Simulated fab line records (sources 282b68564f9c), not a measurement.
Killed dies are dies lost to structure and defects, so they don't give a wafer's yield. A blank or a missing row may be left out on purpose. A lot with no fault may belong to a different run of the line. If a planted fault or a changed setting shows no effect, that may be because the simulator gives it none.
Struck lot and sound lot, side by side / flow rit_cmos / 20 out of 202 route steps
Sound: wafers L395.1, L395.2, L395.6. Wafers struck: L405.1, L405.2, L405.6. The cause is named last.
Each step with rows lists, per side, the tool, then ch with its chambers, then its first start. Under that, the readings that differ: sound wafers / struck wafers / difference of the means / sigmas: that difference in standard deviations of wafers without a fault.
alike: readings whose means differ by less than 2 such deviations, and words and numbers that are the same on both sides. not compared: withheld readings, readings that some wafer has no value for, bounds like >300 that may hide the same value, and numbers for which the record gives no deviation and whose values overlap.
The two part at a step that has a row with sigmas, a row that says differs or no value, or rows on one side only. When numbers do not overlap yet have no deviation, they are printed without sigmas and do not part them. A reading that every wafer of one side lacks parts them only if that side has two wafers or more.

RIT_ACTIVE_BOW_MEAS_00:
  sound: film_metro-04 at day 2 01:00; struck: film_metro-02 at day 4 03:00
  alike: INCOMING_BOW
then, 1 step without rows for these wafers: RIT_ACTIVE_OXIDATION_01 (target thk 46.8 nm, ox time 3360 s).
RIT_ACTIVE_THK_MEAS_02:
  sound: film_metro-02 at day 2 03:37; struck: film_metro-02 at day 4 06:07
  alike: ACTIVE_OXIDE_THK
RIT_ACTIVE_CVD_03: deposits Si3N4 from SiH2Cl2/NH3, target thk 150 nm, time 1500 s.
  sound on lpcvd-01 ch 0, day 2 03:41; struck on lpcvd-01 ch 0, day 4 06:11
reading=spike_tc_centre_C (C); sound=813.2 811.5 811.6; struck=857.2 857.9 856.9; difference=+45.2; sigmas=+41
reading=spike_tc_load_C (C); sound=831 831 833; struck=876 878 877; difference=+45; sigmas=+13
reading=spike_tc_source_C (C); sound=831.7 828.4 830.3; struck=875.7 874.3 876.8; difference=+45.5; sigmas=+35
reading=susceptor_temp_C (C); sound=810.4 810.1 810.7; struck=855.3 855.4 855.5; difference=+45.0; sigmas=+99 or more
reading=model.Si3N4_of_ACTIVE_CVD_03.thk_nm (nm); sound=149.8 149.2 149.2; struck=249.6 249.6 249.1; difference=+100.0; sigmas=
RIT_ACTIVE_THK_MEAS_04:
  sound: film_metro-02 at day 2 05:07; struck: film_metro-02 at day 4 07:35
reading=ACTIVE_NITRIDE_THK (nm); sound=149.7 149.4 149.4; struck=249.4 249.9 249.0; difference=+99.9; sigmas=+91
then, 6 steps without rows for these wafers: RIT_ACTIVE_HMDS_05 (prime time 60 s); RIT_ACTIVE_COAT_06 (resist thk 1000 nm); RIT_ACTIVE_SOFTBAKE_07 (time 60 s); RIT_ACTIVE_EXPOSE_08 (exposes mask M1, target cd 1400 nm); RIT_ACTIVE_PEB_09; RIT_ACTIVE_DEVELOP_10 (develop time 52.49 s).
RIT_ACTIVE_CD_MEAS_11: target cd 1400 nm.
  sound: cd_sem-01 at day 2 06:09; struck: cd_sem-02 at day 4 08:38
  alike: cd_nm
then, 1 step without rows for these wafers: RIT_ACTIVE_HARDBAKE_12 (time 60 s).
RIT_ACTIVE_ETCH_13: etches Si3N4 in SF6, stops on SiO2, time 210 s, target depth 210 nm.
  sound on rie_diel-04 ch 0,1, day 2 06:25; struck on rie_diel-04 ch 0,1,2, day 4 08:54
reading=oes_product_au (a.u.); sound=0.826 0.827 0.830; struck=0.995 0.999 0.997; difference=+0.169; sigmas=+12
reading=model.etch.depth_nm (nm); sound=149.8 149.2 149.2; struck=203.5 207.4 213.9; difference=+58.9; sigmas=
reading=model.ACTIVE.feature_depth_nm (nm); sound=149.8 149.2 149.2; struck=203.5 207.4 213.9; difference=+58.9; sigmas=
  alike: drypump_motor_current_A, rf_fwd_power_W, throttle_valve_pct
  not compared: rf_hours_counter_h
RIT_ACTIVE_STRIP_14: strips in O2, time 180 s.
  sound on plasma_asher-03 ch 0,1, day 2 06:33; struck on plasma_asher-03 ch 0,1, day 4 09:02
  alike: drypump_motor_current_A, o2_flow_sccm
  not compared: rf_hours_counter_h
RIT_ACTIVE_CD_MEAS_90: target cd 1400 nm.
  sound: cd_sem-02 at day 2 06:44; struck: cd_sem-01 at day 4 09:13
  alike: cd_nm
then, 1 step without rows for these wafers: RIT_ACTIVE_CLEAN_15 (cleans in SC1, time 600 s).
RIT_ACTIVE_CLEAN_16: cleans in dHF, time 30 s.
  sound on wet_bench-01 ch 3, day 2 07:01; struck on wet_bench-01 ch 1, day 4 09:30
reading=model.Si3N4_of_ACTIVE_CVD_03.thk_nm (nm); sound=149 148.3 148.4; struck=248.8 248.8 248.3; difference=+100.1; sigmas=
then, 1 step without rows for these wafers: RIT_ACTIVE_CLEAN_17 (cleans in SC2, time 600 s).
RIT_M1_PROBE_99:
  sound: prober-01 at day 4 04:33; struck: prober-01 at day 6 05:57
reading=killed_at_front_end; sound=11 2 5; struck=264 264 264; difference=+258; sigmas=+89
reading=killed_dies; sound=11 2 5; struck=264 264 264; difference=+258; sigmas=+86
reading=killed_on_rim; sound=6 1 1; struck=70 70 70; difference=+67; sigmas=+48
  alike: killed_open, killed_short

## WHERE THEY PART
At RIT_ACTIVE_CVD_03 first; at RIT_M1_PROBE_99 last (within this record only).

WHY: what the simulator had put in
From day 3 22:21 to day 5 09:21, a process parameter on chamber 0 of lpcvd-01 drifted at RIT_ACTIVE_CVD_03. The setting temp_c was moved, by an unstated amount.
